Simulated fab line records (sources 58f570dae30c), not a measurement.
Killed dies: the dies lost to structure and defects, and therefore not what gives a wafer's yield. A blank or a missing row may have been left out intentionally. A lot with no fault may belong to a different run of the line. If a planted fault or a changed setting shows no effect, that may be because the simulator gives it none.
One fault through the eyes of 2 desks || flow berkeleyCmos170 || each desk holds nothing but its own numbers, with what lay behind them at the end

THE TOOL OWNER'S DESK: rieDiel-03
The tool's own readings at UCB170_ZERO_ETCH_06 (etches SiO2 in CHF3/CF4/Ar, time 12 s): means of the sampled wafers that have a number, for each lot that ran on this tool. If a lot's mean is further than 4 standard deviations from the usual mean, the lot is out of limits and carries the mark OUT (the distance appears in the brackets).
Columns: A = drypumpMotorCurrentA at UCB170_ZERO_ETCH_06, usual 5.8 A; B = oesProductAu at UCB170_ZERO_ETCH_06, usual 0.616 a.u.; C = throttleValvePct at UCB170_ZERO_ETCH_06, usual 9.25 %
{"lot": "L882", "first seen here": "day 3 23:55", "A": 5.5, "B": 0.612, "C": 9.25}
{"lot": "L887", "first seen here": "day 5 01:19", "A": 5.9, "B": 0.615, "C": 9.12}
Result from this desk: across the 2 lots, nothing is out of limits.

FROM THE METROLOGY DESK
What the gauges read, lot by lot, whatever tool the lot ran on: means of the sampled wafers that have a number. If a lot's mean is further than 4 standard deviations from the usual mean, the lot is out of limits and carries the mark OUT (the distance appears in the brackets). Only the readings that lie furthest out on some lot appear, 7 of the 8 it has.
Columns: A = START_OXIDE_THK at UCB170_START_THK_MEAS_03, usual 19.9 nm; B = NWELL_OXIDE_THK at UCB170_NWELL_THK_MEAS_02, usual 26.1 nm; C = NWELL_NITRIDE_THK at UCB170_NWELL_THK_MEAS_05, usual 223.3 nm; D = NWELL_OVL at UCB170_NWELL_OVL_MEAS_12, usual -1 nm; E = NWELL_TW at UCB170_NWELL_TW_MEAS_16, usual 1243; F = PWELL_OXIDE_THK at UCB170_PWELL_THK_MEAS_03, usual 26.5 nm; G = PWELL_NITRIDE_THK at UCB170_PWELL_THK_MEAS_06, usual 220.4 nm
{"lot": "L875", "first seen here": "day 2 01:01", "A": 20.1, "B": 26.1, "C": 226.2, "D": -2, "E": 1233, "F": 27.0, "G": 216.4}
{"lot": "L882", "first seen here": "day 3 12:10", "A": 20.3, "B": 26.1, "C": 228.3, "D": -4, "E": 1240, "F": 26.3, "G": 221.3}
{"lot": "L883", "first seen here": "day 3 17:00", "A": 20.1, "B": 26.0, "C": 218.4, "D": -9, "E": 1250, "F": 26.0, "G": 223.0}
{"lot": "L887", "first seen here": "day 4 13:02", "A": 19.7, "B": 25.8, "C": 223.2, "D": -4, "E": 1237, "F": 26.4, "G": 220.1}
{"lot": "L894", "first seen here": "day 6 00:00", "A": 19.6, "B": 25.7, "C": 221.6, "D": -4, "E": 1246, "F": 27.4, "G": 221.7}
Result from this desk: across the 5 lots, nothing is out of limits.

ALL TOGETHER
The tool owner's desk saw nothing out of limits.
At the metrology desk, nothing out of limits was observed.

WHAT THE SIMULATOR HAD INSERTED
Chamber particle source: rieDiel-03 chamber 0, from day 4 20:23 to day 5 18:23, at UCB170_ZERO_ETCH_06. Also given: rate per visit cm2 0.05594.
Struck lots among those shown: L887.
